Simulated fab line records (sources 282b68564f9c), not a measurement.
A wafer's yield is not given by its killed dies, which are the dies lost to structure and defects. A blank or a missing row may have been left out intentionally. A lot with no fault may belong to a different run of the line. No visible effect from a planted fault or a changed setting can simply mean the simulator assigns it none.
The tool behind it: which one? + flow rit_cmos + Sampling: 7 lots, 21 wafers, 2 of 202 route steps

== WHAT THE GAUGES SHOWED, per wafer ==
RIT_PSD_OVL_MEAS_06.
| lot  | measured    | on         | PSD_OVL (nm)      |
|------|-------------|------------|-------------------|
| L757 | day 3 11:46 | overlay-02 | 0.0 -0.2 0.6      |
| L758 | day 3 21:00 | overlay-01 | -0.1 -1.6 -0.9    |
| L762 | day 4 14:58 | overlay-02 | -0.8 0.4 -0.2     |
| L765 | day 5 02:32 | overlay-01 | 132.7 130.6 131.8 |
| L767 | day 5 11:30 | overlay-01 | 2.2 1.4 1.4       |
| L771 | day 6 03:44 | overlay-02 | 0.5 0.1 -0.8      |
| L773 | day 6 16:28 | overlay-02 | 0.5 -0.1 -0.9     |

== TOOL THAT RAN EACH LOT (tool first, then ch and the chambers of the sampled wafers, then the start) ==
| lot  | RIT_PSD_EXPOSE_03                  |
|------|------------------------------------|
| L757 | iline_stepper-01 ch 0, day 3 11:23 |
| L758 | iline_stepper-01 ch 0, day 3 20:24 |
| L762 | iline_stepper-02 ch 0, day 4 14:35 |
| L765 | iline_stepper-01 ch 0, day 5 02:10 |
| L767 | iline_stepper-02 ch 0, day 5 11:06 |
| L771 | iline_stepper-02 ch 0, day 6 03:21 |
| L773 | iline_stepper-02 ch 0, day 6 16:04 |
- RIT_PSD_EXPOSE_03: exposes mask M10, target cd 40900 nm.

== THE ANSWER, worked out from the rows above alone ==
Rule: what is usual is taken from the lots themselves. The widest of any qualifying gaps counts: lots, ordered by their means at a reading, are off when they make up no more than a third of the lots, leave a main group of 4 or more, and stand apart from it by 3 or more times the standard deviation of that group's means. Not used: any main group whose means are identical at the precision the tables above print for the reading. Also off: a lot with no number at a reading for which 4 or more lots have one. The other lots that the step has rows for count as sound.
Off: at RIT_PSD_OVL_MEAS_06 (PSD_OVL), L765. Mean 0.1 nm and standard deviation 0.77 in the main group.
If a tool, at a process step before that reading, ran all the lots that are off and no sound lot after the first of them, it fits. Gauges at RIT_PSD_OVL_MEAS_06: tried the same way as those tools. One fits: iline_stepper-01 at RIT_PSD_EXPOSE_03. Its last sound lot is L758 (day 3 20:24), its first lot that is off L765 (day 5 02:10): a fault that began between those two fits.

== WHAT WAS PUT IN BY THE SIMULATOR ==
Scanner matching overlay: iline_stepper-01, from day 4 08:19 on, at RIT_PSD_EXPOSE_03. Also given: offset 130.
Struck lots among those shown: L765. The rule above reached the same finding.
